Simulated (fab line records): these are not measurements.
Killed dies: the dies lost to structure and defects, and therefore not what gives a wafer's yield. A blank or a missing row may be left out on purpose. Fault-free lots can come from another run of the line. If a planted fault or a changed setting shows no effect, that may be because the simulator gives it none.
A lot that was struck, set against a sound lot + flow rit-cmos + 20 steps out of a route of 202
Sound: the wafers L627.1, L627.3, L627.5. Struck: wafers L634.1, L634.3, L634.6. The cause is given at the end.
Each step with rows lists, per side, the tool, then ch with its chambers, then its first start. Under that, the readings that differ: sound wafers + struck wafers + difference of the means + sigmas: that difference in standard deviations of wafers without a fault.
alike: readings with means less than 2 such deviations apart, plus words and numbers identical on both sides. not compared: withheld readings, readings lacking a value on some wafer, bounds such as >300 that could conceal the same value, and numbers that have no deviation in the record and whose values overlap.
Wherever a step has rows on one side only, a row that says differs or no value, or a row with sigmas, the two part there. When numbers do not overlap yet have no deviation, they are printed without sigmas and do not part them. A reading missing from all wafers of one side parts the sides only when that side holds two or more wafers.

first, 2 steps without rows for these wafers: RIT_NWELL_HARDBAKE_07 (time 120 s); RIT_NWELL_IMPLANT_08.
RIT_NWELL_STRIP_09: strips in O2, time 180 s.
  sound on plasma-asher-03 ch 1, day 3 04:44; struck on plasma-asher-04 ch 0,1, day 4 12:04
  alike: drypump-motor-current-A, o2-flow-sccm
  not compared: rf-hours-counter-h
RIT_NWELL_TW_MEAS_10:
  sound: film-metro-01 at day 3 04:54; struck: film-metro-04 at day 4 12:14
  alike: NWELL_TW
then, 6 steps without rows for these wafers: RIT_PWELL_HMDS_00 (prime time 60 s); RIT_PWELL_COAT_01 (resist thk 1300 nm); RIT_PWELL_SOFTBAKE_02 (time 60 s); RIT_PWELL_EXPOSE_03 (exposes mask M3, target cd 43700 nm); RIT_PWELL_PEB_04; RIT_PWELL_DEVELOP_05 (develop time 68 s).
RIT_PWELL_OVL_MEAS_06:
  sound: overlay-01 at day 3 05:53; struck: overlay-01 at day 4 13:18
  alike: PWELL_OVL
then, 1 step without rows for these wafers: RIT_PWELL_HARDBAKE_07 (time 120 s).
RIT_PWELL_IMPLANT_08:
  sound on implanter-01 ch 0, day 3 06:10; struck on implanter-02 ch 0, day 4 13:35
| reading            | sound                         | struck                        | difference | sigmas      |
|--------------------|-------------------------------|-------------------------------|------------|-------------|
| dose-ions-cm2      | 7.007e+13 6.992e+13 6.996e+13 | 9.096e+13 9.107e+13 9.098e+13 | +2.102e+13 | +99 or more |
| faraday-current-uA | 221 228 221                   | 277 289 288                   | +61        | +14         |
RIT_PWELL_STRIP_09: strips in O2, time 180 s.
  sound on plasma-asher-01 ch 0,1, day 3 06:19; struck on plasma-asher-01 ch 0,1, day 4 13:44
  alike: drypump-motor-current-A, o2-flow-sccm
  not compared: rf-hours-counter-h
RIT_PWELL_TW_MEAS_10:
  sound: film-metro-04 at day 3 06:29; struck: film-metro-04 at day 4 13:55
| reading  | sound       | struck         | difference | sigmas |
|----------|-------------|----------------|------------|--------|
| PWELL_TW | 965 971 961 | 1036 1044 1041 | +75        | +15    |
then, 1 step without rows for these wafers: RIT_WELLDRIVE_ANNEAL_00 (time 14700 s).
RIT_WELLDRIVE_RS_MEAS_01: uses a four-point probe to measure.
  sound: film-metro-01 at day 3 11:38; struck: film-metro-02 at day 4 19:03
| reading           | sound             | struck            | difference | sigmas |
|-------------------|-------------------|-------------------|------------|--------|
| NWELL_RS (ohm/sq) | 276.6 275.5 275.5 | 274.5 274.6 273.8 | -1.6       | -2     |
RIT_WELLDRIVE_RS_MEAS_02: uses a four-point probe to measure.
  sound: film-metro-01 at day 3 11:45; struck: film-metro-02 at day 4 19:10
| reading           | sound             | struck            | difference | sigmas |
|-------------------|-------------------|-------------------|------------|--------|
| PWELL_RS (ohm/sq) | 429.7 428.9 429.0 | 364.9 364.4 365.2 | -64.4      | -59    |
then, 1 step without rows for these wafers: RIT_NRETRO_HMDS_00 (prime time 60 s).
RIT_M1_PROBE_99:
  sound: prober-02 at day 4 17:26; struck: prober-02 at day 6 02:16
| reading                             | sound             | struck            | difference | sigmas |
|-------------------------------------|-------------------|-------------------|------------|--------|
| model.etest.nmos_0p3.r-on-ohm-um    | 2143 2110 2175    | 2403 2349 2354    | +226       |        |
| model.etest.nmos_0p15.r-on-ohm-um   | 1128 1112 1135    | 1251 1211 1226    | +104       |        |
| model.etest.pwell-pinched.rs-ohm-sq | 460.7 455.9 451.3 | 387.8 380.8 382.9 | -72.1      |        |
| model.etest.pwell.rs-ohm-sq         | 411.8 412.2 409.4 | 345 345.4 346     | -66        |        |
| model.etest.nmos-turned.drive-ua-um | 326.2 325.7 317.2 | 267.4 274.3 264.9 | -54.2      |        |
| model.etest.nmos_0p15.drive-ua-um   | 478.4 479.2 466   | 410.5 418.6 409.4 | -61.7      |        |
| model.etest.nmos-narrow.drive-ua-um | 230.3 231.3 226.6 | 200.1 202.5 198.8 | -28.9      |        |
| model.etest.nmos_0p3.drive-ua-um    | 229 231.2 225.6   | 195.8 199.7 195.2 | -31.7      |        |
  alike: killed-at-front-end, killed-dies, killed-open, killed-short

WHERE THEY PART
At RIT_PWELL_IMPLANT_08 first; at RIT_WELLDRIVE_RS_MEAS_02 last (within this record only). Later steps at which nothing parts them and some readings are alike: RIT_M1_PROBE_99.

WHY: what the simulator had put in
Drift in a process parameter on implanter-02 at RIT_PWELL_IMPLANT_08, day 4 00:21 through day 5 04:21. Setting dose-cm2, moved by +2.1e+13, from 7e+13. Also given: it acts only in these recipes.
